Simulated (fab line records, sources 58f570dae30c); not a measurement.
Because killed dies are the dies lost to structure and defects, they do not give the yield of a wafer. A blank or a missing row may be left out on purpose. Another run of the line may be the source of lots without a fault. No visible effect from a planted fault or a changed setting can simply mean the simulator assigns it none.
Split-lot experiment    flow berkeley-cmos170    23 wafers read from 5 lots, route of 331 steps

THE SPLIT
At UCB170_SILICIDE_SPUTTER_01 (material Ti, target thk 30 nm, time 25 s), the setting time-s was moved away from the recipe's 25 s on 6 of the 23 wafers read, by -13.8% to +8.7%. This setting was run at the recipe's value on the other wafers.

BETWEEN THE SPLIT AND THE READING: the file shows 1 step in between
- UCB170_SILICIDE_RS_MEAS_02: measures by four-point-probe

THE READING
SILICIDE_TI_THK, in nm, at UCB170_SILICIDE_THK_MEAS_03 (measures by xrf). Fault-free wafers of this fab line usually give 30.6 nm, standard deviation 0.47 nm.

wafer   tool, chamber at the split  time-s as run, s  against the recipe  SILICIDE_TI_THK, nm  against lot-mates on the recipe
L074.1  pvd-sputter-01, -           25                recipe              29.8                 -
L074.2  pvd-sputter-01, -           25                recipe              30.3                 -
L074.3  pvd-sputter-01, -           25                recipe              30.7                 -
L074.4  pvd-sputter-01, -           27.18             +8.7%               33.7                 +3.4
L074.6  pvd-sputter-01, -           27.18             +8.7%               33.4                 +3.1
L077.1  pvd-sputter-04, -           25                recipe              30.5                 -
L077.2  pvd-sputter-04, -           25                recipe              30.6                 -
L077.3  pvd-sputter-04, -           25                recipe              30.7                 -
L077.4  pvd-sputter-04, -           25                recipe              30.4                 -
L077.6  pvd-sputter-04, -           25                recipe              30.4                 -
L082.1  pvd-sputter-01, -           21.95             -12.2%              27.2                 -3.2
L082.2  pvd-sputter-01, -           21.95             -12.2%              27.1                 -3.3
L082.3  pvd-sputter-01, -           25                recipe              30.3                 -
L082.4  pvd-sputter-01, -           25                recipe              29.7                 -
L082.5  pvd-sputter-01, -           25                recipe              31.1                 -
L083.1  pvd-sputter-02, -           25                recipe              30.3                 -
L083.2  pvd-sputter-02, -           25                recipe              30.8                 -
L083.3  pvd-sputter-02, -           25                recipe              30.1                 -
L083.4  pvd-sputter-02, -           21.55             -13.8%              26.0                 -4.4
L083.6  pvd-sputter-02, -           21.55             -13.8%              26.2                 -4.2
L085.1  pvd-sputter-04, -           25                recipe              31.0                 -
L085.3  pvd-sputter-04, -           25                recipe              30.4                 -
L085.5  pvd-sputter-04, -           25                recipe              30.4                 -

FIT RESULTS
A straight line over all 23 wafers: SILICIDE_TI_THK changes by +0.309 nm for each +1% of time-s; r = +0.98; the points scatter about the line by 0.37 nm.
The same after taking each lot's own level away (the mean of its wafers on the recipe; 23 wafers): +0.31 nm for each +1%; r = +0.98; scatter 0.39 nm.
Per that fit: largest time-s move, reading shift of 4.3 nm.
Across the lots, their own levels run from 30.27 to 30.60 nm, a range of 0.7 times the standard deviation given above.
Consequently the slope shifts little with the lot-to-lot level, the two slopes agreeing.
Check: with one of the wafers moved furthest among these (-13.8%) left out of the fit, the line predicts -4.12 nm for it against its lot-mates. It came out at -4.4 nm against them.

FURTHER SPLITS ON THESE WAFERS
Before the reading, these wafers also passed through other splits. Each is held against what the fit with the lots' levels taken away leaves over:
other split on the same wafers       wafers away from the commonest value  r with SILICIDE_TI_THK (lot level and that fit taken away)
UCB170_START_OXIDATION_02 ox-time-s  18                                    -0.20
UCB170_SACOX_OXIDATION_01 temp-c     18                                    -0.09
UCB170_NVT_IMPLANT_07 energy-kev     7                                     -0.11
UCB170_GATE_CVD_04 temp-c            5                                     -0.15
UCB170_GATE_ETCH_14 bias-w           8                                     +0.26
UCB170_NLDD_EXPOSE_03 dose-mj        5                                     -0.35
UCB170_PSD_PEB_04 peb-temp-c         4                                     -0.05
UCB170_PSD_IMPLANT_08 energy-kev     5                                     -0.14

THE WHOLE CHAIN: every reading that the file lists as answering this split, in the file's order
step                         what it does                              reading                                                                            change (the file's fit)                r (the file's)
UCB170_SILICIDE_SPUTTER_01   material Ti, target thk 30 nm, time 25 s  Ti_of_SILICIDE_SPUTTER_01.thk-nm (the simulator's own value, which no gauge read)  +0.297 nm for each +1% of the setting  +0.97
UCB170_SILICIDE_RS_MEAS_02   measures by four-point-probe              SILICIDE_TI_RS                                                                     -0.348 for each +1% of the setting     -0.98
UCB170_SILICIDE_THK_MEAS_03  measures by xrf                           SILICIDE_TI_THK                                                                    +0.306 for each +1% of the setting     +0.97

THE FILE'S OWN FIT
SILICIDE_TI_THK changes by +0.306 nm for each +1% of time-s, r = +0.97.
